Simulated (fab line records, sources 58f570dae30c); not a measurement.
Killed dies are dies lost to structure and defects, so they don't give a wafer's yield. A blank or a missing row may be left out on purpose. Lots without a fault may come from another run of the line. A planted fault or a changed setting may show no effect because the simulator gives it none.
Which tool did it? | flow berkeley_cmos170 | 14 lots, 42 wafers sampled, at 3 steps of a route of 331

WHAT THE GAUGES READ, wafer by wafer
UCB170_NWELL_THK_MEAS_05.
lot  | measured    | on            | NWELL_NITRIDE_THK (nm)
L229 | day 2 10:11 | film_metro-04 | 224.4 223.1 223.9
L228 | day 2 10:12 | film_metro-01 | 223.8 221.6 223.7
L232 | day 3 03:40 | film_metro-01 | 226.8 224.8 224.4
L233 | day 3 12:01 | film_metro-02 | 224.1 225.0 225.9
L235 | day 3 20:40 | film_metro-02 | 225.6 225.2 225.9
L234 | day 3 20:40 | film_metro-01 | 226.7 228.3 224.7
L236 | day 4 02:50 | film_metro-02 | 223.7 224.7 224.4
L237 | day 4 09:19 | film_metro-01 | 227.9 227.3 228.5
L238 | day 4 19:32 | film_metro-04 | 227.4 226.9 226.9
L246 | day 5 23:46 | film_metro-01 | 224.9 224.7 227.0
L248 | day 6 17:24 | film_metro-01 | 222.1 221.6 224.0
L250 | day 6 17:25 | film_metro-04 | 222.8 223.9 222.4
L249 | day 6 17:28 | film_metro-01 | 224.4 223.8 221.8
L251 | day 7 06:58 | film_metro-01 | 223.4 223.1 221.8

UCB170_NLDD_OVL_MEAS_07.
lot  | measured     | on         | NLDD_OVL (nm)
L229 | day 7 11:05  | overlay-01 | 3 5 0
L228 | day 7 10:25  | overlay-02 | 1 3 -2
L232 | day 8 01:02  | overlay-02 | -3 -6 -1
L233 | day 8 14:44  | overlay-02 | -10 -5 -8
L235 | day 8 21:50  | overlay-02 | -9 -6 -8
L234 | day 8 21:02  | overlay-01 | -2 1 1
L236 | day 8 20:40  | overlay-01 | -2 4 8
L237 | day 9 10:17  | overlay-02 | 2 0 -1
L238 | day 9 10:31  | overlay-01 | 8 3 -2
L246 | day 10 16:44 | overlay-01 | -5 0 -2
L248 | day 11 15:04 | overlay-02 | -6 1 -9
L250 | day 11 15:47 | overlay-01 | 4 -5 1
L249 | day 11 15:27 | overlay-01 | 0 -8 -9
L251 | day 11 23:04 | overlay-01 | -1 -15 -12

WHICH TOOL RAN EACH LOT (tool, then ch and the chambers of the sampled wafers, then the start)
lot  | UCB170_ZERO_STRIP_07
L229 | plasma_asher-01 ch 0,1, day 1 22:57
L228 | plasma_asher-03 ch 0,1, day 1 23:13
L232 | plasma_asher-03 ch 0,1, day 2 17:08
L233 | plasma_asher-02 ch 0,1, day 3 01:52
L235 | plasma_asher-02 ch 0,1, day 3 07:18
L234 | plasma_asher-01 ch 0,1, day 3 07:27
L236 | plasma_asher-03 ch 0,1, day 3 13:56
L237 | plasma_asher-02 ch 0,1, day 3 17:07
L238 | plasma_asher-01 ch 0,1, day 4 03:07
L246 | plasma_asher-01 ch 0,1, day 5 13:39
L248 | plasma_asher-02 ch 1, day 6 03:22
L250 | plasma_asher-03 ch 0,1, day 6 08:32
L249 | plasma_asher-03 ch 0,1, day 6 08:49
L251 | plasma_asher-02 ch 0,1, day 6 19:00
- UCB170_ZERO_STRIP_07: strips in O2.

WHAT THE TOOLS THEMSELVES READ (means of the sampled wafers that have a number; where no wafer has one, the mark that the record gives instead)
UCB170_ZERO_STRIP_07.
lot  | tool            | drypump_motor_current_A (A) | oes_product_au (a.u.) | strip_time_to_endpoint_s (s)
L229 | plasma_asher-01 | 5.74                        | 0.733                 | 21.49
L228 | plasma_asher-03 | 5.67                        | 0.727                 | 21.50
L232 | plasma_asher-03 | 5.65                        | 0.727                 | 21.47
L233 | plasma_asher-02 | 5.89                        | 0.724                 | 21.52
L235 | plasma_asher-02 | 5.75                        | 0.726                 | 21.50
L234 | plasma_asher-01 | 5.94                        | 0.727                 | 21.55
L236 | plasma_asher-03 | 5.66                        | 0.724                 | 21.57
L237 | plasma_asher-02 | 5.75                        | 0.726                 | 21.58
L238 | plasma_asher-01 | 5.72                        | 0.725                 | 21.50
L246 | plasma_asher-01 | 5.75                        | 0.728                 | 21.62
L248 | plasma_asher-02 | 6.04                        | 0.729                 | 21.43
L250 | plasma_asher-03 | 5.47                        | 0.730                 | 21.49
L249 | plasma_asher-03 | 5.45                        | 0.730                 | 21.42
L251 | plasma_asher-02 | 5.76                        | 0.730                 | 21.41

THE ANSWER, worked out from the rows above alone
Rule: what is usual is taken from the lots themselves. Put in order of their means at a reading, lots are off if they are a third of the lots or fewer, leave a main group of 4 or more, and stand apart from it by a gap of 3 or more times the standard deviation of the main group's means; of several such gaps the widest counts. A main group whose means are all the same, to the digits that the tables above print for the reading, isn't used. A lot without any number at a reading at which 4 lots or more have one is off too. The other lots that the step has rows for count as sound. The gauges are gone through in route order, then the tools' own readings, and for those a lot's mean is taken as printed above. The first step at which some lot is off is used, and at that step the reading that is off furthest; a lot without a number counts as furthest.
No lot is off at any reading shown: from this, nothing can be told.

WHAT THE SIMULATOR HAD PUT IN
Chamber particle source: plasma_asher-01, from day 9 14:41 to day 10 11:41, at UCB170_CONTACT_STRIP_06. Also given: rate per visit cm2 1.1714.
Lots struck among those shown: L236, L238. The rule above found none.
